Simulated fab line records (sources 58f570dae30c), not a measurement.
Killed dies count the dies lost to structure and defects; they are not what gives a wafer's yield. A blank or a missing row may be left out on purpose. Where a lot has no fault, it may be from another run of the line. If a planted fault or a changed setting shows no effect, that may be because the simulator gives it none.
Lot-split experiment :: flow berkeley_cmos170 :: 5 lots, 23 wafers read, on a route of 331 steps

THE SPLIT ITSELF
At UCB170_M3_SPUTTER_01 (material Al, target thk 900 nm, time 120 s), the setting power_w was moved away from the recipe's 6000 W on 10 of the 23 wafers read, by -7.7% to +11.4%. This setting was run at the recipe's value on the other wafers.

SPLIT TO READING: what lies between them in the file, 1 step
- UCB170_M3_RS_MEAS_02: measures by four-point-probe

THE READING
M3_AL_THK, in nm, at UCB170_M3_THK_MEAS_03 (measures by xrf). Fault-free wafers of this fab line usually give 902 nm, standard deviation 7 nm.

wafer: L079.1
tool, chamber at the split: pvd_sputter-02, -
power_w as run, W: 6256
against the recipe: +4.3%
M3_AL_THK, nm: 931
against lot-mates on the recipe: +33

wafer: L079.2
tool, chamber at the split: pvd_sputter-02, -
power_w as run, W: 6000
against the recipe: recipe
M3_AL_THK, nm: 896
against lot-mates on the recipe: -

wafer: L079.4
tool, chamber at the split: pvd_sputter-02, -
power_w as run, W: 6256
against the recipe: +4.3%
M3_AL_THK, nm: 930
against lot-mates on the recipe: +32

wafer: L079.5
tool, chamber at the split: pvd_sputter-02, -
power_w as run, W: 6256
against the recipe: +4.3%
M3_AL_THK, nm: 940
against lot-mates on the recipe: +42

wafer: L079.6
tool, chamber at the split: pvd_sputter-02, -
power_w as run, W: 6000
against the recipe: recipe
M3_AL_THK, nm: 900
against lot-mates on the recipe: -

wafer: L080.1
tool, chamber at the split: pvd_sputter-04, -
power_w as run, W: 6000
against the recipe: recipe
M3_AL_THK, nm: 900
against lot-mates on the recipe: -

wafer: L080.2
tool, chamber at the split: pvd_sputter-04, -
power_w as run, W: 6000
against the recipe: recipe
M3_AL_THK, nm: 905
against lot-mates on the recipe: -

wafer: L080.3
tool, chamber at the split: pvd_sputter-04, -
power_w as run, W: 5536
against the recipe: -7.7%
M3_AL_THK, nm: 820
against lot-mates on the recipe: -78

wafer: L080.5
tool, chamber at the split: pvd_sputter-04, -
power_w as run, W: 5536
against the recipe: -7.7%
M3_AL_THK, nm: 836
against lot-mates on the recipe: -62

wafer: L080.6
tool, chamber at the split: pvd_sputter-04, -
power_w as run, W: 6000
against the recipe: recipe
M3_AL_THK, nm: 890
against lot-mates on the recipe: -

wafer: L083.1
tool, chamber at the split: pvd_sputter-01, -
power_w as run, W: 6000
against the recipe: recipe
M3_AL_THK, nm: 904
against lot-mates on the recipe: -

wafer: L083.2
tool, chamber at the split: pvd_sputter-01, -
power_w as run, W: 6685
against the recipe: +11.4%
M3_AL_THK, nm: 1006
against lot-mates on the recipe: +101

wafer: L083.4
tool, chamber at the split: pvd_sputter-01, -
power_w as run, W: 6000
against the recipe: recipe
M3_AL_THK, nm: 912
against lot-mates on the recipe: -

wafer: L083.5
tool, chamber at the split: pvd_sputter-01, -
power_w as run, W: 6685
against the recipe: +11.4%
M3_AL_THK, nm: 1010
against lot-mates on the recipe: +105

wafer: L083.6
tool, chamber at the split: pvd_sputter-01, -
power_w as run, W: 6000
against the recipe: recipe
M3_AL_THK, nm: 900
against lot-mates on the recipe: -

wafer: L085.1
tool, chamber at the split: pvd_sputter-02, -
power_w as run, W: 6000
against the recipe: recipe
M3_AL_THK, nm: 917
against lot-mates on the recipe: -

wafer: L085.2
tool, chamber at the split: pvd_sputter-02, -
power_w as run, W: 6000
against the recipe: recipe
M3_AL_THK, nm: 904
against lot-mates on the recipe: -

wafer: L085.6
tool, chamber at the split: pvd_sputter-02, -
power_w as run, W: 6000
against the recipe: recipe
M3_AL_THK, nm: 913
against lot-mates on the recipe: -

wafer: L084.1
tool, chamber at the split: pvd_sputter-01, -
power_w as run, W: 6653
against the recipe: +10.9%
M3_AL_THK, nm: 1006
against lot-mates on the recipe: +109

wafer: L084.2
tool, chamber at the split: pvd_sputter-01, -
power_w as run, W: 6000
against the recipe: recipe
M3_AL_THK, nm: 894
against lot-mates on the recipe: -

wafer: L084.3
tool, chamber at the split: pvd_sputter-01, -
power_w as run, W: 6653
against the recipe: +10.9%
M3_AL_THK, nm: 1006
against lot-mates on the recipe: +109

wafer: L084.4
tool, chamber at the split: pvd_sputter-01, -
power_w as run, W: 6000
against the recipe: recipe
M3_AL_THK, nm: 900
against lot-mates on the recipe: -

wafer: L084.5
tool, chamber at the split: pvd_sputter-01, -
power_w as run, W: 6653
against the recipe: +10.9%
M3_AL_THK, nm: 1000
against lot-mates on the recipe: +103

THE FIT
A straight line over all 23 wafers: M3_AL_THK changes by +9.29 nm for each +1% of power_w; r = +0.99; the points scatter about the line by 7.3 nm.
The same after taking each lot's own level away (the mean of its wafers on the recipe; 23 wafers): +9.34 nm for each +1%; r = +0.99; scatter 5.8 nm.
On that fit, the largest move of power_w shifts the reading by 1.1e+02 nm.
The span of the lots' own levels, 897.0 to 911.3 nm, comes to 2.0 times the standard deviation stated above.
The two slopes agree, so the slope changes little with the lot-to-lot level.
Check: +108 nm against its lot-mates is what the line predicts for one of the wafers moved furthest among these (+11.4%) when that wafer is left out of the fit. Against them it came out at +101 nm.

OTHER SPLITS APPLIED TO THESE WAFERS
Note: prior to the reading, these wafers also went through further splits. Each is held against what the fit with the lots' levels taken away leaves over:
other split on the same wafers: UCB170_V1_CMP_02 leave_above_ref_nm
wafers away from the commonest value: 6
r with M3_AL_THK (lot level and that fit taken away): +0.09

other split on the same wafers: UCB170_M2_STRIP_07 o2_flow_sccm
wafers away from the commonest value: 6
r with M3_AL_THK (lot level and that fit taken away): -0.02

THE WHOLE CHAIN: every reading that the file lists as answering this split, in the file's order
step: UCB170_M3_SPUTTER_01
what it does: material Al, target thk 900 nm, time 120 s
reading: Al_of_M3_SPUTTER_01.thk_nm (the simulator's own value, which no gauge read)
change (the file's fit): +9.29 nm for each +1% of the setting
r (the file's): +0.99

step: UCB170_M3_RS_MEAS_02
what it does: measures by four-point-probe
reading: M3_AL_RS
change (the file's fit): -0.000311 for each +1% of the setting
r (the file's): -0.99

step: UCB170_M3_THK_MEAS_03
what it does: measures by xrf
reading: M3_AL_THK
change (the file's fit): +9.28 for each +1% of the setting
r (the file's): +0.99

THE FILE'S OWN FIT
M3_AL_THK changes by +9.28 nm for each +1% of power_w, r = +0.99.
